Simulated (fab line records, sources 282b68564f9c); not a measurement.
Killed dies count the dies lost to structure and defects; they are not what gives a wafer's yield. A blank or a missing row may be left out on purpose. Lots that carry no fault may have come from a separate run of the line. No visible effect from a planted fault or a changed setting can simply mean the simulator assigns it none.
Code-filled problem report in 8D (eight disciplines) form | flow rit-cmos | the parts of the form that need people (team, actions taken, sign-off) are left out

== 1. WHAT WENT WRONG ==
Mean CONTACT_TEOS_THK at RIT_CONTACT_THK_MEAS_01: 338 nm over 2 wafers in 2 lots; fault-free wafers: 400 nm, standard deviation 5.5. Relative to the usual mean, that is a shift of -11 standard deviations.
First observed at day 6 18:14: wafer L291.2, on film-metro-01. At this step, 42 wafers from 14 lots have a number in the record. By rule, "out" or "out of limits" means more than 4 standard deviations away from the usual mean. All remaining wafers that have a number are taken as sound.

== 2. WHAT IT IS; WHAT IT IS NOT ==
question                    | is                           | is not
which readings at this step | CONTACT_TEOS_THK             | -
which lots                  | L291, L294                   | L275, L276, L278, L279, L280, L282, L285, L287, L288, L290, L292, L293
which wafers of those lots  | L291.2, L294.1               | L291.4, L291.5, L294.2, L294.3
read on which gauges        | film-metro-01, film-metro-04 | film-metro-02
when                        | from day 6 18:14             | up to then (32 sound wafers); but 8 sound wafers of L292, L293, L294 came after

== 3. THE SUSPECTS, EACH WITH WHAT RULES IT OUT ==
Counting: if a tool at a process step up to the reading ran every lot that is out, it stays a suspect. Sound lots after the first of them don't rule it out here, since some wafers of a struck lot are sound.
- the gauge at RIT_CONTACT_THK_MEAS_01 is ruled out. 2 gauges (film-metro-01, film-metro-04) read the wafers that are out.
- pecvd-02 at RIT_CONTACT_CVD_00 (deposits SiO2 from TEOS, target thk 400 nm, time 61 s): kept. It processed each lot that is out (first: L291, day 6 18:10); up to then, its last sound lot is L288 (day 6 05:19). Its own rf-fwd-power-W readings are out on those wafers.
- pecvd-02, RIT_CONTACT_CVD_00: wafers that are out in chamber 0, sound lot-mates in chambers 1, 2.
The count leaves pecvd-02 at RIT_CONTACT_CVD_00.

== 4. THE CAUSE (what the simulator had put in) ==
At RIT_CONTACT_CVD_00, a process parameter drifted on pecvd-02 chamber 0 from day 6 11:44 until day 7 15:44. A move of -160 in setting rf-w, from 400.
Counting left only this tool.

== 5. THE CHAIN OF EFFECTS, in route order ==
One row per reading whose mean, taken over the struck wafers that have a number, lies over 3 standard deviations from the usual. Scope: only readings with a usual standard deviation given in the record; hours: median across lots of the time from each lot's start at the first step in this table that gives one to its start at this step; sigmas: change in usual standard deviations.
hours | step                    | reading          | usual   | on struck wafers | change | sigmas
0     | RIT_CONTACT_CVD_00      | rf-fwd-power-W   | 396.2 W | 235.3            | -160.9 | -89
0     | RIT_CONTACT_THK_MEAS_01 | CONTACT_TEOS_THK | 400 nm  | 338              | -62    | -11
Process steps it contains:
- RIT_CONTACT_CVD_00: deposits SiO2 from TEOS, target thk 400 nm, time 61 s.

== 6. HOW IT WOULD HAVE BEEN CAUGHT EARLIER ==
In this record the first reading out of limits at a measuring or inspecting step was taken at day 6 18:14, 6 hours after the fault began at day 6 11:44.
At RIT_CONTACT_CVD_00, the tool's own readings (rf-fwd-power-W) were out on each struck wafer the step has a row for, so an alarm limit on them would have fired on the first such wafer.
Of the lots that are out (2), L294 began RIT_CONTACT_CVD_00 on pecvd-02 after day 6 18:14. Holding the tool at that time would have saved it.
